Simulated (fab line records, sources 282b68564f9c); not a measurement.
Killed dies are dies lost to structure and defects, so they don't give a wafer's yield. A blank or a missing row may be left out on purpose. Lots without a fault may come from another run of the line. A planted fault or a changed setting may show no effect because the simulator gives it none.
A struck lot beside a sound one | flow rit_cmos | 18 steps out of a route of 202
Sound: wafers L241.1, L241.2, L241.3. Struck: wafers L251.2, L251.4, L251.6. The cause comes at the end.
At each step with rows: each side's tool, then ch and its chambers, then its first start. Under that, the readings that differ: sound wafers | struck wafers | difference of the means | sigmas: that difference in standard deviations of wafers without a fault.
alike: readings whose means differ by less than 2 such deviations, and words and numbers that are the same on both sides. not compared: withheld readings, readings that some wafer has no value for, bounds like >300 that may hide the same value, and numbers for which the record gives no deviation and whose values overlap.
The two part at a step that has a row with sigmas, a row that says differs or no value, or rows on one side only. Numbers that don't overlap but have no deviation are shown without sigmas and don't part them. A reading that every wafer of one side lacks parts them only if that side has two wafers or more.

first, 1 step without rows for these wafers: RIT_PWELL_DEVELOP_05 (develop time 68 s).
RIT_PWELL_OVL_MEAS_06:
  sound on overlay-02, day 4 02:03; struck on overlay-02, day 6 00:04
  alike: PWELL_OVL
then, 2 steps without rows for these wafers: RIT_PWELL_HARDBAKE_07 (time 120 s); RIT_PWELL_IMPLANT_08.
RIT_PWELL_STRIP_09: strips in O2, time 180 s.
  sound on plasma_asher-04 ch 0,1, day 4 02:29; struck on plasma_asher-03 ch 0,1, day 6 00:29
  alike: chamber_pressure_mTorr, drypump_motor_current_A
  not compared: rf_hours_counter_h
RIT_PWELL_TW_MEAS_10:
  sound on film_metro-04, day 4 02:40; struck on film_metro-01, day 6 00:40
  alike: PWELL_TW
then, 1 step without rows for these wafers: RIT_WELLDRIVE_ANNEAL_00 (time 14700 s).
RIT_WELLDRIVE_RS_MEAS_01: measures by four-point-probe.
  sound on film_metro-04, day 4 08:11; struck on film_metro-03, day 6 07:01
  alike: NWELL_RS
RIT_WELLDRIVE_RS_MEAS_02: measures by four-point-probe.
  sound on film_metro-04, day 4 08:19; struck on film_metro-03, day 6 07:08
  reading           | sound             | struck            | difference | sigmas
  PWELL_RS (ohm/sq) | 427.5 426.3 426.8 | 430.9 430.6 429.5 | +3.5       | +3
then, 3 steps without rows for these wafers: RIT_NRETRO_HMDS_00 (prime time 60 s); RIT_NRETRO_COAT_01 (resist thk 1300 nm); RIT_NRETRO_SOFTBAKE_02 (time 60 s).
RIT_NRETRO_EXPOSE_03: exposes mask M4, target cd 43900 nm.
  sound on iline_stepper-02 ch 0, day 4 08:53; struck on iline_stepper-02 ch 0, day 6 07:50
  reading                        | sound                      | struck         | difference | sigmas
  model.NRETRO.overlay_x_nm (nm) | -0.06233 -0.06233 -0.06233 | 6148 6148 6148 | +6148      |
  alike: mask
then, 2 steps without rows for these wafers: RIT_NRETRO_PEB_04; RIT_NRETRO_DEVELOP_05 (develop time 68 s).
RIT_NRETRO_OVL_MEAS_06:
  sound on overlay-02, day 4 09:19; struck on overlay-02, day 6 08:15
  reading         | sound          | struck | difference                    | sigmas
  NRETRO_OVL (nm) | -1.6 -1.4 -1.9 | - - -  | no value on the struck wafers |
then, 1 step without rows for these wafers: RIT_NRETRO_HARDBAKE_07 (time 120 s).
RIT_M1_PROBE_99:
  sound on prober-02, day 5 21:00; struck on prober-02, day 7 14:53
  reading                             | sound             | struck            | difference | sigmas
  killed_at_front_end                 | 6 14 8            | 264 264 264       | +255       | +88
  killed_dies                         | 6 14 8            | 264 264 264       | +255       | +88
  killed_on_rim                       | 2 5 2             | 70 70 70          | +67        | +48
  model.etest.pmos_0p3.r_on_ohm_um    | 5928 5964 5956    | 4967 4949 4924    | -1003      |
  model.etest.pmos_turned.r_on_ohm_um | 3358 3333 3380    | 2742 2707 2672    | -650       |
  model.etest.pmos_0p15.r_on_ohm_um   | 2646 2683 2702    | 2300 2251 2228    | -417       |
  model.etest.nmos_0p3.r_on_ohm_um    | 2027 2057 2067    | 1873 1838 1839    | -200       |
  model.etest.nmos_turned.drive_ua_um | 336.5 349.9 336.8 | 450.9 450.7 458.7 | +112.4     |
  model.etest.nmos_0p15.drive_ua_um   | 494.1 494 486.9   | 569.8 582.9 585.5 | +87.7      |
  model.etest.nmos_0p15.r_on_ohm_um   | 1062 1096 1128    | 1031 998.4 990.2  | -89        |
  model.etest.pmos_turned.drive_ua_um | 193.9 198.4 193.8 | 282.4 285.3 290.9 | +90.8      |
  alike: killed_open, killed_short

WHERE THEY PART
First at RIT_WELLDRIVE_RS_MEAS_02; last, within this record, at RIT_M1_PROBE_99.

WHY: what the simulator had put in
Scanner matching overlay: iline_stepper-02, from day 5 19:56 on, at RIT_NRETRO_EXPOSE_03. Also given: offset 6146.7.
